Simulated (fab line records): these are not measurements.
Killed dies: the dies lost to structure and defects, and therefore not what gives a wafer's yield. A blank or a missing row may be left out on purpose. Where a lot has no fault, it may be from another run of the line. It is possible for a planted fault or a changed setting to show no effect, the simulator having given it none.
Which tool is to blame? -- flow berkeley-cmos170 -- Sampling: 14 lots, 42 wafers, 5 of 331 route steps

WHAT THE GAUGES SHOWED, per wafer
UCB170_NWELL_THK_MEAS_05. Usual: for NWELL_NITRIDE_THK the level is 213.9 nm and the standard deviation is 1.9.
lot,measured,on,NWELL_NITRIDE_THK (nm),flag
L143,day 2 10:11,film-metro-01,213.7 214.4 216.6,
L144,day 2 20:38,film-metro-02,215.5 215.2 214.9,
L145,day 3 04:28,film-metro-01,211.9 211.9 212.4,
L146,day 3 04:28,film-metro-03,212.2 211.4 212.2,
L148,day 3 20:09,film-metro-02,216.7 214.1 214.2,
L149,day 3 20:09,film-metro-03,212.6 213.8 213.5,
L151,day 4 02:11,film-metro-03,214.3 214.5 215.3,
L150,day 4 02:12,film-metro-01,213.6 215.7 215.2,
L158,day 5 08:04,film-metro-02,212.6 213.5 212.5,
L157,day 5 08:05,film-metro-01,213.2 212.7 214.0,
L162,day 6 10:55,film-metro-03,213.1 213.4 214.1,
L164,day 7 00:18,film-metro-01,211.9 211.7 211.2,
L166,day 7 03:45,film-metro-02,215.3 212.0 213.0,
L165,day 7 03:46,film-metro-01,215.8 215.3 215.4,

UCB170_NWELL_OVL_MEAS_12. Usual: for NWELL_OVL the level is 3 nm and the standard deviation is 5.6.
lot,measured,on,NWELL_OVL (nm),flag
L143,day 2 11:21,overlay-02,-8 -2 2,
L144,day 2 22:10,overlay-02,4 -8 8,
L145,day 3 05:26,overlay-01,-2 10 6,
L146,day 3 05:41,overlay-01,2 6 8,
L148,day 3 21:24,overlay-01,-4 4 1,
L149,day 3 21:41,overlay-02,1 -1 3,
L151,day 4 03:50,overlay-02,16 9 16,
L150,day 4 03:53,overlay-02,2 -1 0,
L158,day 5 11:33,overlay-02,10 0 7,
L157,day 5 11:50,overlay-02,-2 -3 -1,
L162,day 6 11:56,overlay-01,4 12 12,
L164,day 7 02:23,overlay-02,1 -2 1,
L166,day 7 04:55,overlay-02,-1 4 7,
L165,day 7 04:39,overlay-01,-2 1 1,

UCB170_PWELL_THK_MEAS_03. Usual: for PWELL_OXIDE_THK the level is 25.6 nm and the standard deviation is 0.63.
lot,measured,on,PWELL_OXIDE_THK (nm),flag
L143,day 3 02:50,film-metro-03,25.4 25.3 25.6,
L144,day 3 10:58,film-metro-02,26.3 26.0 26.3,
L145,day 3 16:12,film-metro-04,24.8 24.8 25.1,
L146,day 3 16:12,film-metro-02,26.0 25.7 26.3,
L148,day 4 07:37,film-metro-02,25.7 25.6 25.6,
L149,day 4 07:37,film-metro-03,25.5 25.6 25.8,
L151,day 4 16:04,film-metro-04,26.2 26.5 26.4,
L150,day 4 16:05,film-metro-03,26.0 25.8 26.1,
L158,day 5 22:51,film-metro-02,28.7 28.4 29.2,OFF
L157,day 5 22:52,film-metro-03,28.9 28.7 28.4,OFF
L162,day 6 22:54,film-metro-03,25.3 24.8 25.1,
L164,day 7 14:31,film-metro-03,24.9 25.1 24.7,
L166,day 7 14:31,film-metro-02,24.0 24.5 24.2,
L165,day 7 14:31,film-metro-04,24.3 24.6 24.9,

WHICH TOOL RAN EACH LOT (tool, then ch and the chambers of the sampled wafers, then the start)
lot,UCB170_NWELL_ETCH_13,UCB170_PWELL_OXIDATION_02
L143,"rie-diel-02 ch 0,1,2, day 2 11:22","furnace-04 ch 0, day 3 01:27"
L144,"rie-diel-02 ch 0,1,3, day 2 22:12","furnace-02 ch 0, day 3 09:37"
L145,"rie-diel-03 ch 0,2, day 3 05:28","furnace-04 ch 0, day 3 14:50"
L146,"rie-diel-01 ch 0,3, day 3 05:43","furnace-04 ch 0, day 3 14:50"
L148,"rie-diel-03 ch 1,2,3, day 3 21:26","furnace-02 ch 0, day 4 06:16"
L149,"rie-diel-01 ch 0,2, day 3 21:43","furnace-02 ch 0, day 4 06:16"
L151,"rie-diel-03 ch 0,1,2, day 4 03:52","furnace-02 ch 0, day 4 14:43"
L150,"rie-diel-01 ch 0,3, day 4 03:55","furnace-02 ch 0, day 4 14:43"
L158,"rie-diel-02 ch 1,2,3, day 5 11:35","furnace-02 ch 0, day 5 21:30"
L157,"rie-diel-01 ch 0,1,2, day 5 11:52","furnace-02 ch 0, day 5 21:30"
L162,"rie-diel-03 ch 0,1,3, day 6 11:57","furnace-01 ch 0, day 6 21:32"
L164,"rie-diel-02 ch 2,3, day 7 02:25","furnace-01 ch 0, day 7 13:09"
L166,"rie-diel-02 ch 1,2,3, day 7 04:57","furnace-01 ch 0, day 7 13:09"
L165,"rie-diel-01 ch 2,3, day 7 04:41","furnace-01 ch 0, day 7 13:09"
- UCB170_NWELL_ETCH_13: etches Si3N4 in CH3F/Ar/O2, stops on SiO2, target depth 246.4 nm, time 154 s.
- UCB170_PWELL_OXIDATION_02: target thk 26.4 nm, ox time 1260 s.

WHAT THE TOOLS THEMSELVES READ (means of the sampled wafers that have a number; where no wafer has one, the mark that the record gives instead)
UCB170_NWELL_ETCH_13. Usual: drypump-motor-current-A 5.9 A, standard deviation 0.43; oes-product-au 0.925 a.u., standard deviation 0.011; rf-fwd-power-W 448.3 W, standard deviation 1.5; throttle-valve-pct 8.05 %, standard deviation 0.12.
lot,tool,drypump-motor-current-A (A),oes-product-au (a.u.),rf-fwd-power-W (W),throttle-valve-pct (%),flag
L143,rie-diel-02,5.6,0.923,447.8,8.08,
L144,rie-diel-02,5.5,0.918,447.4,8.04,
L145,rie-diel-03,5.9,0.926,446.3,7.99,
L146,rie-diel-01,6.0,0.917,448.9,8.04,
L148,rie-diel-03,5.9,0.927,449.5,8.13,
L149,rie-diel-01,5.7,0.922,449.0,7.88,
L151,rie-diel-03,6.0,0.931,448.6,8.07,
L150,rie-diel-01,5.7,0.928,447.8,7.94,
L158,rie-diel-02,5.7,0.916,447.8,8.11,
L157,rie-diel-01,5.7,0.925,447.7,7.98,
L162,rie-diel-03,5.9,0.918,449.4,8.03,
L164,rie-diel-02,6.1,0.920,446.4,8.04,
L166,rie-diel-02,5.7,0.919,448.0,8.11,
L165,rie-diel-01,6.4,0.938,449.3,8.04,

THE ANSWER, worked out from the rows above alone
Rule: a lot is off if the mean of its wafers that have a number lies more than 3 standard deviations from the usual mean. Also off: a lot with no number at a reading for which 4 or more lots have one. The other lots that the step has rows for count as sound. After the gauges, taken in route order, come the tools' own readings; for these a lot's mean is taken, as printed above. The first step at which some lot is off is used, and at that step the reading that is off furthest; a lot without a number counts as furthest.
Off: at UCB170_PWELL_THK_MEAS_03 (PWELL_OXIDE_THK), L158, L157.
If a tool, at a process step before that reading, ran all the lots that are off and no sound lot after the first of them, it fits. The gauges at UCB170_PWELL_THK_MEAS_03 are tried like those tools. One fits: UCB170_PWELL_OXIDATION_02 on furnace-02. Its last sound lot is L150 (day 4 14:43), its first lot that is off L157 (day 5 21:30): a fault that began between those two fits.

WHAT HAD BEEN PUT IN BY THE SIMULATOR
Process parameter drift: furnace-02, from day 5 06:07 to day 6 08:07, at UCB170_PWELL_OXIDATION_02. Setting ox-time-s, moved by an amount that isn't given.
Struck lots among those shown: L158, L157. The same result came from the rule above.
